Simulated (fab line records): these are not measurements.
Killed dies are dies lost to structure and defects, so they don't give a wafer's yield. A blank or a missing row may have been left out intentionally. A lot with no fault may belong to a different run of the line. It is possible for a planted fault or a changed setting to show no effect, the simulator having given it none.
The tool behind it: which one?    flow rit cmos    15 lots, 45 wafers sampled, at 1 step of a route of 202

== WHAT THE GAUGES SHOWED, per wafer ==
The record lacks any reading of a measuring or inspecting step that a usual standard deviation could be used to judge.

== WHAT TOOL EACH LOT RAN ON (gives the tool, then ch and the chambers of the sampled wafers, and finally the start) ==
lot   RIT_GATE_PEB_14
L903  litho track-04 ch 0, day 2 13:49
L910  litho track-04, day 4 01:29
L911  litho track-01, day 4 08:03
L912  litho track-01, day 4 16:25
L916  litho track-04 ch 0, day 5 16:12
L917  litho track-03 ch 0, day 5 16:26
L918  litho track-04 ch 0, day 6 04:24
L919  litho track-01 ch 0, day 6 20:07
L920  litho track-04 ch 0, day 6 20:23
L921  litho track-03 ch 0, day 7 01:50
L922  litho track-01 ch 0, day 7 13:38
L923  litho track-01 ch 0, day 7 13:55
L924  litho track-04 ch 0, day 7 17:02
L926  litho track-01 ch 0, day 8 03:22
L925  litho track-04 ch 0, day 8 03:36
- RIT_GATE_PEB_14

== AS READ BY THE TOOLS THEMSELVES (means over the sampled wafers that have a number; for cases with no such wafer, the mark the record gives instead) ==
RIT_GATE_PEB_14.
lot   tool            exhaust pa (Pa)
L903  litho track-04  46.0
L910  litho track-04  -
L911  litho track-01  -
L912  litho track-01  -
L916  litho track-04  44.8
L917  litho track-03  45.4
L918  litho track-04  45.1
L919  litho track-01  45.1
L920  litho track-04  45.1
L921  litho track-03  44.8
L922  litho track-01  46.2
L923  litho track-01  45.8
L924  litho track-04  46.2
L926  litho track-01  45.2
L925  litho track-04  43.8

== THE ANSWER, worked out from the rows above alone ==
Rule: the usual values come from the lots themselves. The widest of any qualifying gaps counts: lots, ordered by their means at a reading, are off when they make up no more than a third of the lots, leave a main group of 4 or more, and stand apart from it by 3 or more times the standard deviation of that group's means. If all means in a main group match to the digits the tables above print for the reading, that group is not used. A lot without any number at a reading at which 4 lots or more have one is off too. The other lots that the step has rows for count as sound. First the gauges in route order, then the tools' own readings, where a lot's mean is used as printed above. At the first step where some lot is off, the reading lying furthest off is the one used; lots without a number count as furthest.
Off, at RIT_GATE_PEB_14 on exhaust pa: L910, L911, L912. Without a number there: L910, L911, L912. The main group has a mean of 45.3 Pa with a standard deviation of 0.66.
A tool fits if, at that step or a process step before it, it ran every lot that is off, and no sound lot after the first of them. None of those tried fits.

== WHAT THE SIMULATOR HAD INSERTED ==
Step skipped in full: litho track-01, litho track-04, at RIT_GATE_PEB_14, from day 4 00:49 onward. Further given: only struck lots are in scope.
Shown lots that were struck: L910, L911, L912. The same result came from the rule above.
